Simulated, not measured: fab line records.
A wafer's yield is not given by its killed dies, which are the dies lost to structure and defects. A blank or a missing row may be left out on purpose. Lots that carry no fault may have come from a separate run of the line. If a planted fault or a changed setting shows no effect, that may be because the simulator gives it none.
Comparing a struck lot with a sound one :: flow rit_cmos :: 43 out of 202 route steps
Sound: the wafers L575.2, L575.3, L575.6. The struck wafers were L586.1, L586.3, L586.6. The cause comes at the end.
Per side, at each step with rows, come the tool, then ch with its chambers, and then its first start. Under that, the readings that differ: sound wafers :: struck wafers :: difference of the means :: sigmas: that difference in standard deviations of wafers without a fault.
alike: same words and numbers on both sides, and readings whose means sit less than 2 such deviations apart. not compared: any withheld reading, any reading some wafer has no value for, any bound like >300 that may hide the same value, and any number with overlapping values for which the record gives no deviation.
The two part at a step that has a row with sigmas, a row that says differs or no value, or rows on one side only. Non-overlapping numbers with no deviation appear without sigmas and do not part them. A reading that every wafer of one side lacks parts them only if that side has two wafers or more.

first, 2 steps without rows for these wafers: RIT_SPACER_CLEAN_02 (cleans in SC2, time 600 s); RIT_SPACER_CVD_03 (deposits Si3N4 from SiH2Cl2/NH3, target thk 250 nm, time 3300 s).
RIT_SPACER_THK_MEAS_04:
  struck on film_metro-01, day 5 21:33; sound on film_metro-04, day 3 21:59
  alike: SPACER_NITRIDE_THK
then, 7 steps without rows for these wafers: RIT_SPACER_ETCHBACK_05 (etches Si3N4 in SF6/CHF3, stops on SiO2, target depth 250 nm, time 240 s); RIT_NSD_HMDS_00 (prime time 60 s); RIT_NSD_COAT_01 (resist thk 1000 nm); RIT_NSD_SOFTBAKE_02 (time 60 s); RIT_NSD_EXPOSE_03 (exposes mask M9, target cd 40700 nm); RIT_NSD_PEB_04; RIT_NSD_DEVELOP_05 (develop time 50 s).
RIT_NSD_OVL_MEAS_06:
  struck on overlay-02, day 5 22:44; sound on overlay-02, day 3 23:10
  alike: NSD_OVL
then, 1 step without rows for these wafers: RIT_NSD_HARDBAKE_07 (time 60 s).
RIT_NSD_IMPLANT_08:
  sound on implanter-02 ch 0, day 3 23:23; struck on implanter-02 ch 0, day 5 22:55
  alike: beam_on_s
RIT_NSD_STRIP_09: strips in O2, time 180 s.
  sound on plasma_asher-03 ch 0,1, day 3 23:30; struck on plasma_asher-01 ch 0,1, day 5 23:04
  alike: drypump_motor_current_A
  not compared: rf_hours_counter_h
RIT_NSD_TW_MEAS_10:
  struck on film_metro-04, day 5 23:14; sound on film_metro-02, day 3 23:41
reading: NSD_TW
sound: 3139 3132 3123
struck: 3081 3073 3086
difference: -51
sigmas: -2
then, 6 steps without rows for these wafers: RIT_PSD_HMDS_00 (prime time 60 s); RIT_PSD_COAT_01 (resist thk 1000 nm); RIT_PSD_SOFTBAKE_02 (time 60 s); RIT_PSD_EXPOSE_03 (exposes mask M10, target cd 40900 nm); RIT_PSD_PEB_04; RIT_PSD_DEVELOP_05 (develop time 50 s).
RIT_PSD_OVL_MEAS_06:
  struck on overlay-02, day 6 00:09; sound on overlay-01, day 4 00:35
reading: PSD_OVL (nm)
sound: -0.7 -1.7 -1.6
struck: 1.6 2.5 0.3
difference: +2.8
sigmas: +2
then, 2 steps without rows for these wafers: RIT_PSD_HARDBAKE_07 (time 60 s); RIT_PSD_IMPLANT_08.
RIT_PSD_STRIP_09: strips in O2, time 180 s.
  sound on plasma_asher-04 ch 0,1, day 4 01:11; struck on plasma_asher-01 ch 0,1, day 6 00:29
  alike: drypump_motor_current_A
  not compared: rf_hours_counter_h
RIT_PSD_TW_MEAS_10:
  struck on film_metro-02, day 6 00:40; sound on film_metro-02, day 4 01:23
  alike: PSD_TW
then, 4 steps without rows for these wafers: RIT_SDANNEAL_CLEAN_00 (cleans in SC1, time 600 s); RIT_SDANNEAL_CLEAN_01 (cleans in dHF, time 30 s); RIT_SDANNEAL_CLEAN_02 (cleans in SC2, time 600 s); RIT_SDANNEAL_RTA_03 (time 5 s).
RIT_SDANNEAL_RS_MEAS_04: a four-point-probe measurement.
  struck on film_metro-02, day 6 01:09; sound on film_metro-01, day 4 01:52
reading: PSD_RS (ohm/sq)
sound: 116.17 116.06 115.78
struck: 115.53 115.19 115.54
difference: -0.58
sigmas: -2
RIT_SDANNEAL_RS_MEAS_05: a four-point-probe measurement.
  struck on film_metro-02, day 6 01:16; sound on film_metro-01, day 4 01:59
  alike: NSD_RS
RIT_SDANNEAL_RS_MEAS_06: a four-point-probe measurement.
  struck on film_metro-02, day 6 01:23; sound on film_metro-01, day 4 02:07
reading: PLDD_RS (ohm/sq)
sound: 179.5 179.1 178.9
struck: 178.0 177.7 177.6
difference: -1.4
sigmas: -3
RIT_SDANNEAL_RS_MEAS_07: a four-point-probe measurement.
  struck on film_metro-02, day 6 01:31; sound on film_metro-01, day 4 02:14
  alike: NLDD_RS
then, 1 step without rows for these wafers: RIT_SILICIDE_WET_ETCH_00 (etches SiO2 in BOE, target depth 14 nm, time 15 s).
RIT_SILICIDE_SPUTTER_01: material Ti, target thk 30 nm, time 240 s.
  struck on pvd_sputter-03, day 6 01:38; sound on pvd_sputter-01, day 4 02:21
  alike: throttle_valve_pct
RIT_SILICIDE_RS_MEAS_02: a four-point-probe measurement.
  struck on film_metro-04, day 6 01:47; sound on film_metro-04, day 4 02:31
  alike: SILICIDE_TI_RS
RIT_SILICIDE_THK_MEAS_03: measures by xrf.
  struck on film_metro-04, day 6 01:55; sound on film_metro-04, day 4 02:38
  alike: SILICIDE_TI_THK
RIT_SILICIDE_RTA_04: time 10 s, ramp up 5 s, ramp down 5 s.
  sound on rtp_anneal-02 ch 0, day 4 02:41; struck on rtp_anneal-01 ch 0, day 6 01:58
  alike: wafer_temp_C_max
then, 1 step without rows for these wafers: RIT_SILICIDE_WET_ETCH_05 (etches Ti in SPM, time 120 s).
RIT_SILICIDE_RTA_06: time 10 s, ramp up 5 s, ramp down 10 s.
  sound on rtp_anneal-01 ch 0, day 4 02:48; struck on rtp_anneal-02 ch 0, day 6 02:05
  alike: wafer_temp_C_max
then, 1 step without rows for these wafers: RIT_CONTACT_CVD_00 (deposits SiO2 from TEOS, target thk 400 nm, time 61 s).
RIT_M1_PROBE_99:
  struck on prober-01, day 6 08:23; sound on prober-01, day 4 09:42
reading: model.etest.antenna_poly.gate_log10_a_cm2
sound: -6.266 -6.505 -6.271
struck: -4.643 -4.614 -4.651
difference: +1.711
sigmas: 

reading: model.etest.nmos_0p15.gate_log10_a_cm2
sound: -5.554 -5.489 -5.596
struck: -4.361 -4.477 -4.348
difference: +1.151
sigmas: 

reading: model.etest.gate_to_diffusion_comb.leak_log10_a_um
sound: -12.37 -12.28 -12.41
struck: -11.39 -11.46 -11.32
difference: +0.96
sigmas: 

reading: model.etest.nmos_0p15.gate_bv_v (V)
sound: 4.82 4.822 4.85
struck: 3.964 3.981 3.983
difference: -0.855
sigmas: 

reading: model.etest.nmos_0p3.bv_v (V)
sound: 5.517 5.541 5.541
struck: 4.986 5.003 5.005
difference: -0.535
sigmas: 

reading: model.etest.nmos_0p15.bv_v (V)
sound: 5.517 5.541 5.541
struck: 4.986 5.003 5.005
difference: -0.535
sigmas: 

reading: model.etest.nmos_0p15.tox_inv_nm_rim_less_centre
sound: -0.02324 0.00351 -0.02259
struck: -0.1881 -0.1257 -0.04372
difference: -0.1051
sigmas: 
  alike: killed_at_contacts, killed_at_front_end, killed_dies, killed_open, killed_short
  not compared: model.etest.nmos_0p15.drive_ua_um_rim_less_centre

## WHERE THEY PART
Earliest at RIT_NSD_TW_MEAS_10; latest, in this record, at RIT_SDANNEAL_RS_MEAS_06. Later steps at which nothing parts them and some readings are alike: RIT_SDANNEAL_RS_MEAS_07, RIT_SILICIDE_SPUTTER_01, RIT_SILICIDE_RS_MEAS_02, RIT_SILICIDE_THK_MEAS_03, RIT_SILICIDE_RTA_04, RIT_SILICIDE_RTA_06, RIT_M1_PROBE_99.

WHY: the cause the simulator had injected
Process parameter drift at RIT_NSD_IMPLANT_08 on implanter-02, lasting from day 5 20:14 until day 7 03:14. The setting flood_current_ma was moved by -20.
